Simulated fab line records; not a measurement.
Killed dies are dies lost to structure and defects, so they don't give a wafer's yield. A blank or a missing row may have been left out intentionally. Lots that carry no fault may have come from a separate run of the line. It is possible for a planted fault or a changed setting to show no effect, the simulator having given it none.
Which tool is to blame? / flow rit-cmos / 45 wafers from 15 lots sampled at 2 of the route's 202 steps

== WHAT THE GAUGES SHOWED, per wafer ==
RIT_ACTIVE_CD_MEAS_11: target cd 1400 nm.
lot=L748; measured=day 1 17:28; on=cd-sem-02; cd-nm (nm)=1399.1 1400.0 1401.3
lot=L750; measured=day 2 00:52; on=cd-sem-01; cd-nm (nm)=1399.3 1398.7 1397.9
lot=L752; measured=day 2 11:05; on=cd-sem-02; cd-nm (nm)=1401.9 1402.8 1402.3
lot=L753; measured=day 2 16:20; on=cd-sem-02; cd-nm (nm)=1379.5 1379.8 1381.7 1379.7 1379.8 1381.3
lot=L754; measured=day 2 21:55; on=cd-sem-02; cd-nm (nm)=1384.2 1384.4 1387.7 1384.6 1384.5 1387.7
lot=L755; measured=day 3 02:05; on=cd-sem-01; cd-nm (nm)=1397.0 1393.7 1399.6
lot=L756; measured=day 3 08:41; on=cd-sem-02; cd-nm (nm)=1381.1 1381.2 1379.4 1381.2 1381.1 1379.7
lot=L757; measured=day 3 13:50; on=cd-sem-01; cd-nm (nm)=1402.5 1401.7 1402.6
lot=L762; measured=day 4 18:08; on=cd-sem-02; cd-nm (nm)=1396.3 1397.0 1396.6
lot=L764; measured=day 4 22:34; on=cd-sem-02; cd-nm (nm)=1401.2 1400.1 1400.4
lot=L766; measured=day 5 08:49; on=cd-sem-01; cd-nm (nm)=1398.4 1399.5 1398.6
lot=L768; measured=day 5 22:18; on=cd-sem-02; cd-nm (nm)=1395.5 1393.4 1394.3
lot=L769; measured=day 6 03:02; on=cd-sem-01; cd-nm (nm)=1399.9 1400.9 1398.7
lot=L770; measured=day 6 05:15; on=cd-sem-01; cd-nm (nm)=1401.0 1401.5 1401.4
lot=L771; measured=day 6 09:30; on=cd-sem-01; cd-nm (nm)=1400.2 1400.9 1403.7

== WHICH TOOL RAN EACH LOT (tool, then ch and the chambers of the sampled wafers, then the start) ==
lot=L748; RIT_ACTIVE_DEVELOP_10=litho-track-03 ch 0, day 1 17:00
lot=L750; RIT_ACTIVE_DEVELOP_10=litho-track-03 ch 0, day 2 00:00
lot=L752; RIT_ACTIVE_DEVELOP_10=litho-track-03 ch 0, day 2 10:00
lot=L753; RIT_ACTIVE_DEVELOP_10=litho-track-03 ch 0, day 2 16:00
lot=L754; RIT_ACTIVE_DEVELOP_10=litho-track-03 ch 0, day 2 21:00
lot=L755; RIT_ACTIVE_DEVELOP_10=litho-track-02 ch 0, day 3 01:00
lot=L756; RIT_ACTIVE_DEVELOP_10=litho-track-03 ch 0, day 3 08:00
lot=L757; RIT_ACTIVE_DEVELOP_10=litho-track-04 ch 0, day 3 13:00
lot=L762; RIT_ACTIVE_DEVELOP_10=litho-track-04 ch 0, day 4 18:00
lot=L764; RIT_ACTIVE_DEVELOP_10=litho-track-04 ch 0, day 4 22:00
lot=L766; RIT_ACTIVE_DEVELOP_10=litho-track-04 ch 0, day 5 08:00
lot=L768; RIT_ACTIVE_DEVELOP_10=litho-track-03 ch 0, day 5 22:00
lot=L769; RIT_ACTIVE_DEVELOP_10=litho-track-04 ch 0, day 6 02:00
lot=L770; RIT_ACTIVE_DEVELOP_10=litho-track-04 ch 0, day 6 05:00
lot=L771; RIT_ACTIVE_DEVELOP_10=litho-track-04 ch 0, day 6 09:00
- RIT_ACTIVE_DEVELOP_10: develop time 50 s.

== WHAT THE TOOLS THEMSELVES READ (means of the sampled wafers that have a number; where no wafer has one, the mark that the record gives instead) ==
RIT_ACTIVE_DEVELOP_10.
lot=L748; tool=litho-track-03; chill-plate-temp-C (C)=23.11
lot=L750; tool=litho-track-03; chill-plate-temp-C (C)=22.87
lot=L752; tool=litho-track-03; chill-plate-temp-C (C)=23.15
lot=L753; tool=litho-track-03; chill-plate-temp-C (C)=22.87
lot=L754; tool=litho-track-03; chill-plate-temp-C (C)=23.02
lot=L755; tool=litho-track-02; chill-plate-temp-C (C)=23.08
lot=L756; tool=litho-track-03; chill-plate-temp-C (C)=23.14
lot=L757; tool=litho-track-04; chill-plate-temp-C (C)=23.08
lot=L762; tool=litho-track-04; chill-plate-temp-C (C)=23.06
lot=L764; tool=litho-track-04; chill-plate-temp-C (C)=22.97
lot=L766; tool=litho-track-04; chill-plate-temp-C (C)=22.92
lot=L768; tool=litho-track-03; chill-plate-temp-C (C)=22.95
lot=L769; tool=litho-track-04; chill-plate-temp-C (C)=22.96
lot=L770; tool=litho-track-04; chill-plate-temp-C (C)=23.04
lot=L771; tool=litho-track-04; chill-plate-temp-C (C)=23.14

== THE ANSWER, worked out from the rows above alone ==
Rule: usual is defined by the lots themselves. The widest of any qualifying gaps counts: lots, ordered by their means at a reading, are off when they make up no more than a third of the lots, leave a main group of 4 or more, and stand apart from it by 3 or more times the standard deviation of that group's means. The tables above print the reading to a certain number of digits; a main group whose means all agree to those digits is not used. Also off: a lot with no number at a reading for which 4 or more lots have one. Any other lot the step has rows for is counted as sound. First the gauges in route order, then the tools' own readings, where a lot's mean is used as printed above. The first step at which some lot is off is used, and at that step the reading that is off furthest; a lot without a number counts as furthest.
Off at RIT_ACTIVE_CD_MEAS_11 (cd-nm): L753, L754, L756. The main group has a mean of 1399.4 nm with a standard deviation of 2.4.
A tool fits if, at a process step before that reading, it ran every lot that is off, and no sound lot after the first of them. The gauges at RIT_ACTIVE_CD_MEAS_11 are tried like those tools. Not one of the candidates tried fits.

== WHAT WAS PUT IN BY THE SIMULATOR ==
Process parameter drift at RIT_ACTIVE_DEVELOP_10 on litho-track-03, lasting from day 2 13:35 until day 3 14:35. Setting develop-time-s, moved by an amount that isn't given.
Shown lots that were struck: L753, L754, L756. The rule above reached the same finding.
